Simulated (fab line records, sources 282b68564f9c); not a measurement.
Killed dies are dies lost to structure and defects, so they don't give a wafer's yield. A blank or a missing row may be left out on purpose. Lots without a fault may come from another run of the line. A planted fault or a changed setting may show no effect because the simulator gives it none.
Which tool did it? | flow rit_cmos | 14 lots, 42 wafers sampled, at 2 steps of a route of 202

WHAT THE GAUGES READ, wafer by wafer
The record holds no reading of a measuring or inspecting step that can be judged against a usual standard deviation.

WHICH TOOL RAN EACH LOT (tool, then ch and the chambers of the sampled wafers, then the start)
lot  | RIT_GATE_OXIDATION_05        | RIT_M1_PROBE_99
L340 | furnace-01 ch 0, day 2 14:27 | -
L341 | furnace-04 ch 0, day 2 17:17 | -
L342 | furnace-04 ch 0, day 2 19:25 | -
L343 | furnace-01 ch 0, day 3 02:11 | -
L344 | furnace-04 ch 0, day 3 06:09 | -
L345 | furnace-04 ch 0, day 3 11:28 | -
L346 | furnace-04 ch 0, day 3 16:23 | -
L348 | furnace-03 ch 0, day 4 02:29 | -
L350 | furnace-03 ch 0, day 4 15:55 | -
L351 | furnace-01 ch 0, day 4 21:10 | -
L352 | furnace-03 ch 0, day 5 00:37 | -
L353 | furnace-03 ch 0, day 5 07:03 | prober-01, day 6 10:05
L354 | furnace-03 ch 0, day 5 10:40 | prober-02, day 6 14:29
L357 | furnace-04 ch 0, day 6 02:41 | -
- RIT_GATE_OXIDATION_05: target thk 3 nm, ox time 270 s.
- RIT_M1_PROBE_99

WHAT THE TOOLS THEMSELVES READ (means of the sampled wafers that have a number; where no wafer has one, the mark that the record gives instead)
RIT_GATE_OXIDATION_05.
lot  | tool       | spike_tc_load_C (C)
L340 | furnace-01 | 927.5
L341 | furnace-04 | 925.8
L342 | furnace-04 | 926.1
L343 | furnace-01 | 926.7
L344 | furnace-04 | 926.7
L345 | furnace-04 | 926.2
L346 | furnace-04 | 926.1
L348 | furnace-03 | 925.9
L350 | furnace-03 | 926.0
L351 | furnace-01 | 927.5
L352 | furnace-03 | 926.6
L353 | furnace-03 | 926.2
L354 | furnace-03 | 926.1
L357 | furnace-04 | 926.5

RIT_M1_PROBE_99.
lot  | tool      | killed_at_contacts | killed_at_front_end | killed_dies | killed_on_rim | killed_open | killed_short
L353 | prober-01 | 0.0                | 166.3               | 166.3       | 44.3          | 2.7         | 2.3
L354 | prober-02 | 0.0                | 166.3               | 166.3       | 43.3          | 2.3         | 3.7

THE ANSWER, worked out from the rows above alone
Rule: what is usual is taken from the lots themselves. Put in order of their means at a reading, lots are off if they are a third of the lots or fewer, leave a main group of 4 or more, and stand apart from it by a gap of 3 or more times the standard deviation of the main group's means; of several such gaps the widest counts. A main group whose means are all the same, to the digits that the tables above print for the reading, isn't used. A lot without any number at a reading at which 4 lots or more have one is off too. The other lots that the step has rows for count as sound. The gauges are gone through in route order, then the tools' own readings, and for those a lot's mean is taken as printed above. The first step at which some lot is off is used, and at that step the reading that is off furthest; a lot without a number counts as furthest.
No lot is off at any reading shown: from this, nothing can be told.

WHAT THE SIMULATOR HAD PUT IN
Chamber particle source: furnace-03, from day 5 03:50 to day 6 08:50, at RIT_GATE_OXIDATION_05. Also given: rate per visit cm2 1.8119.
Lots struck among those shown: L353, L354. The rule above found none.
